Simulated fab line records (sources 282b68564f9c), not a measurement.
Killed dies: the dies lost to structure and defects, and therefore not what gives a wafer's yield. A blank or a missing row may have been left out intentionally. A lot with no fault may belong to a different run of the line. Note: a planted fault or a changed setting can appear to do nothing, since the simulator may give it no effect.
Lot-split experiment | flow rit-cmos | on a route of 202 steps: 5 lots, 23 wafers read

## ABOUT THE SPLIT
At RIT_SILICIDE_SPUTTER_01 (material Ti, target thk 30 nm, time 240 s), the setting power-w was moved away from the recipe's 350 W on 7 of the 23 wafers read, by -3.4% to +10.3%. All remaining wafers had this setting at the recipe value.

## FROM THE SPLIT ON TO THE READING: in between, the file shows 1 step
- RIT_SILICIDE_RS_MEAS_02: measures by four-point-probe

## THE READING
SILICIDE_TI_THK, in nm, at RIT_SILICIDE_THK_MEAS_03 (measures by xrf). Typical for fault-free wafers on this fab line: 29.9 nm, with standard deviation 0.36 nm.

wafer  | tool, chamber at the split | power-w as run, W | against the recipe | SILICIDE_TI_THK, nm | against lot-mates on the recipe
L076.1 | pvd-sputter-03, -          | 350               | recipe             | 30.1                | -
L076.3 | pvd-sputter-03, -          | 350               | recipe             | 29.6                | -
L076.6 | pvd-sputter-03, -          | 350               | recipe             | 29.6                | -
L077.1 | pvd-sputter-03, -          | 350               | recipe             | 30.4                | -
L077.2 | pvd-sputter-03, -          | 350               | recipe             | 30.2                | -
L077.3 | pvd-sputter-03, -          | 386.2             | +10.3%             | 33.2                | +3.0
L077.5 | pvd-sputter-03, -          | 386.2             | +10.3%             | 33.1                | +2.9
L077.6 | pvd-sputter-03, -          | 350               | recipe             | 30.0                | -
L081.1 | pvd-sputter-03, -          | 350               | recipe             | 29.3                | -
L081.2 | pvd-sputter-03, -          | 368.4             | +5.3%              | 30.9                | +1.5
L081.3 | pvd-sputter-03, -          | 368.4             | +5.3%              | 30.9                | +1.5
L081.4 | pvd-sputter-03, -          | 368.4             | +5.3%              | 30.9                | +1.5
L081.6 | pvd-sputter-03, -          | 350               | recipe             | 29.4                | -
L082.2 | pvd-sputter-03, -          | 350               | recipe             | 29.9                | -
L082.3 | pvd-sputter-03, -          | 350               | recipe             | 30.2                | -
L082.4 | pvd-sputter-03, -          | 350               | recipe             | 30.2                | -
L082.5 | pvd-sputter-03, -          | 350               | recipe             | 30.2                | -
L082.6 | pvd-sputter-03, -          | 350               | recipe             | 30.0                | -
L085.1 | pvd-sputter-03, -          | 350               | recipe             | 29.5                | -
L085.3 | pvd-sputter-03, -          | 350               | recipe             | 29.8                | -
L085.4 | pvd-sputter-03, -          | 338               | -3.4%              | 28.5                | -1.0
L085.5 | pvd-sputter-03, -          | 350               | recipe             | 29.3                | -
L085.6 | pvd-sputter-03, -          | 338               | -3.4%              | 28.9                | -0.6

FIT RESULTS
A straight line over all 23 wafers: SILICIDE_TI_THK changes by +0.294 nm for each +1% of power-w; r = +0.95; the points scatter about the line by 0.37 nm.
The same after taking each lot's own level away (the mean of its wafers on the recipe; 23 wafers): +0.283 nm for each +1%; r = +0.99; scatter 0.17 nm.
On that fit, the largest move of power-w shifts the reading by 2.9 nm.
From 29.35 to 30.20 nm: that is the span of the lots' own levels, equal to 2.4 times the standard deviation above.
So the lot-to-lot level changes the slope little: the two slopes agree.
Check: with one of the wafers moved furthest among these (+10.3%) left out of the fit, the line predicts +2.92 nm for it against its lot-mates. Against them it came out at +3 nm.

## FURTHER SPLITS ON THESE WAFERS
Other splits were also applied to these wafers ahead of the reading. Each is held against what the fit with the lots' levels taken away leaves over:
other split on the same wafers | wafers away from the commonest value | r with SILICIDE_TI_THK (lot level and that fit taken away)
RIT_NSD_IMPLANT_08 energy-kev  | 12                                   | -0.11
RIT_PSD_SOFTBAKE_02 temp-c     | 9                                    | -0.01
RIT_PSD_IMPLANT_08 energy-kev  | 6                                    | +0.05

## THE WHOLE CHAIN: every reading that the file lists as answering this split, in the file's order
step                     | what it does                              | reading                                                                           | change (the file's fit)               | r (the file's)
RIT_SILICIDE_SPUTTER_01  | material Ti, target thk 30 nm, time 240 s | Ti_of_SILICIDE_SPUTTER_01.thk-nm (the simulator's own value, which no gauge read) | +0.289 nm for each +1% of the setting | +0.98
RIT_SILICIDE_RS_MEAS_02  | measures by four-point-probe              | SILICIDE_TI_RS                                                                    | -0.527 for each +1% of the setting    | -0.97
RIT_SILICIDE_THK_MEAS_03 | measures by xrf                           | SILICIDE_TI_THK                                                                   | +0.282 for each +1% of the setting    | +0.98

## FILE'S OWN FIT
SILICIDE_TI_THK changes by +0.282 nm for each +1% of power-w, r = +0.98.
